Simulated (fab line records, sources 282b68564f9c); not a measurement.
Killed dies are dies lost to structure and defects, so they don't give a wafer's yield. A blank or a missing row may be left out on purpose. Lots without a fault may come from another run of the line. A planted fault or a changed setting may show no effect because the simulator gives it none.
A struck lot beside a sound one | flow rit_cmos | 44 steps out of a route of 202
Sound: wafers L731.2, L731.4, L731.5. Struck: wafers L743.2, L743.3, L743.5. The cause comes at the end.
At each step with rows: each side's tool, then ch and its chambers, then its first start. Under that, the readings that differ: sound wafers | struck wafers | difference of the means | sigmas: that difference in standard deviations of wafers without a fault.
alike: readings whose means differ by less than 2 such deviations, and words and numbers that are the same on both sides. not compared: withheld readings, readings that some wafer has no value for, bounds like >300 that may hide the same value, and numbers for which the record gives no deviation and whose values overlap.
The two part at a step that has a row with sigmas, a row that says differs or no value, or rows on one side only. Numbers that don't overlap but have no deviation are shown without sigmas and don't part them. A reading that every wafer of one side lacks parts them only if that side has two wafers or more.

first, 3 steps without rows for these wafers: RIT_REOX_CLEAN_01 (cleans in dHF, time 30 s); RIT_REOX_CLEAN_02 (cleans in SC2, time 600 s); RIT_REOX_OXIDATION_03 (target thk 25.2 nm, ox time 5580 s).
RIT_REOX_THK_MEAS_04:
  sound on film_metro-02, day 3 21:52; struck on film_metro-02, day 6 09:49
  alike: REOX_OXIDE_THK
then, 6 steps without rows for these wafers: RIT_NLDD_HMDS_00 (prime time 60 s); RIT_NLDD_COAT_01 (resist thk 1000 nm); RIT_NLDD_SOFTBAKE_02 (time 60 s); RIT_NLDD_EXPOSE_03 (exposes mask M7, target cd 40700 nm); RIT_NLDD_PEB_04; RIT_NLDD_DEVELOP_05 (develop time 50 s).
RIT_NLDD_OVL_MEAS_06:
  sound on overlay-02, day 3 22:52; struck on overlay-02, day 6 10:51
  alike: NLDD_OVL
then, 1 step without rows for these wafers: RIT_NLDD_HARDBAKE_07 (time 60 s).
RIT_NLDD_IMPLANT_08:
  sound on implanter-04 ch 0, day 3 23:08; struck on implanter-02 ch 0, day 6 11:04
  reading                          | sound                         | struck                        | difference | sigmas
  dose_ions_cm2                    | 5.008e+14 5.005e+14 5.009e+14 | 1.998e+14 1.995e+14 1.999e+14 | -3.010e+14 | -99 or more
  end_station_pressure_torr (Torr) | 6.61e-06 6.71e-06 5.93e-06    | 5.59e-06 5.46e-06 5.68e-06    | -8.40e-07  | -3
  faraday_current_uA               | 1624 1557 1543                | 620 620 636                   | -949       | -31
  alike: tilt_deg
RIT_NLDD_STRIP_09: strips in O2, time 180 s.
  sound on plasma_asher-04 ch 0,1, day 3 23:16; struck on plasma_asher-01 ch 0,1, day 6 11:11
  alike: drypump_motor_current_A
  not compared: rf_hours_counter_h
RIT_NLDD_TW_MEAS_10:
  sound on film_metro-03, day 3 23:27; struck on film_metro-01, day 6 11:22
  reading | sound          | struck         | difference | sigmas
  NLDD_TW | 2516 2508 2490 | 1914 1931 1919 | -583       | -31
then, 6 steps without rows for these wafers: RIT_PLDD_HMDS_00 (prime time 60 s); RIT_PLDD_COAT_01 (resist thk 1000 nm); RIT_PLDD_SOFTBAKE_02 (time 60 s); RIT_PLDD_EXPOSE_03 (exposes mask M8, target cd 40900 nm); RIT_PLDD_PEB_04; RIT_PLDD_DEVELOP_05 (develop time 50 s).
RIT_PLDD_OVL_MEAS_06:
  sound on overlay-01, day 4 00:29; struck on overlay-01, day 6 12:25
  alike: PLDD_OVL
then, 2 steps without rows for these wafers: RIT_PLDD_HARDBAKE_07 (time 60 s); RIT_PLDD_IMPLANT_08.
RIT_PLDD_STRIP_09: strips in O2, time 180 s.
  sound on plasma_asher-01 ch 0,1, day 4 00:49; struck on plasma_asher-04 ch 0,1, day 6 12:56
  alike: drypump_motor_current_A
  not compared: rf_hours_counter_h
RIT_PLDD_TW_MEAS_10:
  sound on film_metro-01, day 4 01:00; struck on film_metro-01, day 6 13:08
  alike: PLDD_TW
then, 4 steps without rows for these wafers: RIT_SPACER_CLEAN_00 (cleans in SC1, time 600 s); RIT_SPACER_CLEAN_01 (cleans in dHF, time 30 s); RIT_SPACER_CLEAN_02 (cleans in SC2, time 600 s); RIT_SPACER_CVD_03 (deposits Si3N4 from SiH2Cl2/NH3, target thk 250 nm, time 3300 s).
RIT_SPACER_THK_MEAS_04:
  sound on film_metro-02, day 4 03:20; struck on film_metro-04, day 6 15:28
  alike: SPACER_NITRIDE_THK
RIT_SPACER_ETCHBACK_05: etches Si3N4 in SF6/CHF3, stops on SiO2, target depth 250 nm, time 240 s.
  sound on rie_diel-02 ch 0,1,2, day 4 03:23; struck on rie_diel-02 ch 0,2, day 6 15:31
  alike: drypump_motor_current_A, oes_product_au, throttle_valve_pct
  not compared: rf_hours_counter_h
then, 6 steps without rows for these wafers: RIT_NSD_HMDS_00 (prime time 60 s); RIT_NSD_COAT_01 (resist thk 1000 nm); RIT_NSD_SOFTBAKE_02 (time 60 s); RIT_NSD_EXPOSE_03 (exposes mask M9, target cd 40700 nm); RIT_NSD_PEB_04; RIT_NSD_DEVELOP_05 (develop time 50 s).
RIT_NSD_OVL_MEAS_06:
  sound on overlay-01, day 4 04:24; struck on overlay-02, day 6 16:32
  alike: NSD_OVL
then, 2 steps without rows for these wafers: RIT_NSD_HARDBAKE_07 (time 60 s); RIT_NSD_IMPLANT_08.
RIT_NSD_STRIP_09: strips in O2, time 180 s.
  sound on plasma_asher-01 ch 0,1, day 4 04:49; struck on plasma_asher-02 ch 0,1, day 6 16:52
  alike: drypump_motor_current_A
  not compared: rf_hours_counter_h
RIT_SDANNEAL_RS_MEAS_07: measures by four-point-probe.
  sound on film_metro-01, day 4 07:17; struck on film_metro-01, day 6 19:28
  reading          | sound             | struck            | difference | sigmas
  NLDD_RS (ohm/sq) | 151.5 151.5 152.1 | 303.5 302.4 304.5 | +151.8     | +99 or more
RIT_M1_PROBE_99:
  sound on prober-01, day 4 14:20; struck on prober-02, day 7 03:58
  reading                             | sound             | struck            | difference | sigmas
  killed_open                         | 8 8 4             | 2 1 1             | -5         | -3
  model.etest.nmos_0p15.r_on_ohm_um   | 1157 1130 1160    | 1750 1679 1724    | +569       |
  model.etest.nmos_0p3.r_on_ohm_um    | 2164 2162 2180    | 2750 2643 2687    | +525       |
  model.etest.nldd.rs_ohm_sq          | 382.4 383.7 383.9 | 829.6 809.9 836.4 | +442.0     |
  model.etest.nmos_turned.drive_ua_um | 323.2 329.9 319.7 | 124.9 131.8 123   | -197.7     |
  model.etest.nldd.line_ohm_um        | 118.3 119.7 120.4 | 259.3 248.8 260.8 | +136.8     |
  model.etest.nmos_0p15.drive_ua_um   | 452.4 464.1 452.1 | 340.7 348.3 346.1 | -111.2     |
  model.etest.nmos_narrow.drive_ua_um | 224.5 226 222.7   | 202.1 202.4 206   | -20.9      |
  model.etest.nmos_0p3.drive_ua_um    | 224.6 225.2 221.6 | 198.9 201.1 203   | -22.8      |
  alike: killed_at_M0_to_M3, killed_at_contacts, killed_at_front_end, killed_dies, killed_short

WHERE THEY PART
First at RIT_NLDD_IMPLANT_08; last, within this record, at RIT_M1_PROBE_99.

WHY: what the simulator had put in
Process parameter drift: implanter-02, from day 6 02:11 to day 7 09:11, at RIT_NLDD_IMPLANT_08. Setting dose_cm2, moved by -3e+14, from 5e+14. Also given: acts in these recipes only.
